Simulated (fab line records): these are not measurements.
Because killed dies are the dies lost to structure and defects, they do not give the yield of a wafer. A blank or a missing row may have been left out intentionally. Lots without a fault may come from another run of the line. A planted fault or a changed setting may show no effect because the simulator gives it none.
Problem report, 8D (eight disciplines) form, completed by code :: flow rit-cmos :: the parts of the form that need people (team, actions taken, sign-off) are left out

== 1. PROBLEM STATEMENT ==
A mean of 239.8 s is read at RIT_GATE_ETCH_19 for run-length-s, taken on 1 wafer of 1 lot, against 193.3 s (standard deviation 0.46) on wafers free of any fault. That is +99 or more standard deviations from the usual mean.
The step: etches poly-Si in SF6/CHF3/O2, stops on SiO2, time 165 s, target depth 312.5 nm.
First observed at day 7 14:08: wafer L920.3, on rie-si-01. Wafers with a number at this step in the record: 15, from 5 lots. Rule for "out", or "out of limits": more than 4 standard deviations from the usual mean. The other wafers with a number count as sound.

== 2. WHAT IT IS AND WHAT IT IS NOT ==
question: which readings at this step
is: run-length-s, oes-product-au
is not: chamber-pressure-mTorr, drypump-motor-current-A, he-backside-leak-sccm, throttle-valve-pct

question: which lots
is: L920
is not: L904, L913, L915, L916

question: which wafers of those lots
is: L920.3
is not: L920.4, L920.6

question: read on which tools
is: rie-si-01
is not: rie-si-02

question: when
is: from day 7 14:08
is not: up to then (14 sound wafers)

== 3. THE SUSPECTS, EACH WITH WHAT RULES IT OUT ==
Counting: a tool at a process step up to the reading stays a suspect if it ran every lot that is out. Sound lots after the first of them don't rule it out here, since some wafers of a struck lot are sound.
- rie-si-01 at RIT_GATE_ETCH_19 (etches poly-Si in SF6/CHF3/O2, stops on SiO2, time 165 s, target depth 312.5 nm): kept. It processed L920, the lot that is out, at day 7 14:08, and its most recent sound lot before then was L904 at day 4 01:14. Its own oes-product-au, run-length-s readings are out on those wafers.
- The sound lot-mates ran in chamber 0 of rie-si-01 at RIT_GATE_ETCH_19, but the wafers that are out ran in chamber 1.
The count leaves rie-si-01 at RIT_GATE_ETCH_19.

== 4. THE CAUSE (what the simulator had put in) ==
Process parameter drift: rie-si-01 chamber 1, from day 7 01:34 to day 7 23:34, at RIT_GATE_ETCH_19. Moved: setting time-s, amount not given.
Only this tool survived the counting.

== 5. THE EFFECT CHAIN, in route order ==
Each row: a reading where the mean over the struck wafers with a number is more than 3 standard deviations away from the usual. Scope: only readings with a usual standard deviation given in the record; hours: median across lots of the time from each lot's start at the first step in this table that gives one to its start at this step; sigmas: change in usual standard deviations.
hours: 0
step: RIT_GATE_ETCH_19
reading: oes-product-au
usual: 0.848 a.u.
on struck wafers: 0.727
change: -0.121
sigmas: -9.3

hours: 0
step: RIT_GATE_ETCH_19
reading: run-length-s
usual: 193.3 s
on struck wafers: 239.8
change: +46.5
sigmas: +99 or more
The process steps in it:
- RIT_GATE_ETCH_19: etches poly-Si in SF6/CHF3/O2, stops on SiO2, time 165 s, target depth 312.5 nm.

== 6. HOW IT WOULD HAVE BEEN CAUGHT EARLIER ==
In this record the first reading out of limits was taken at day 7 14:08, 13 hours after the fault began at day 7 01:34.
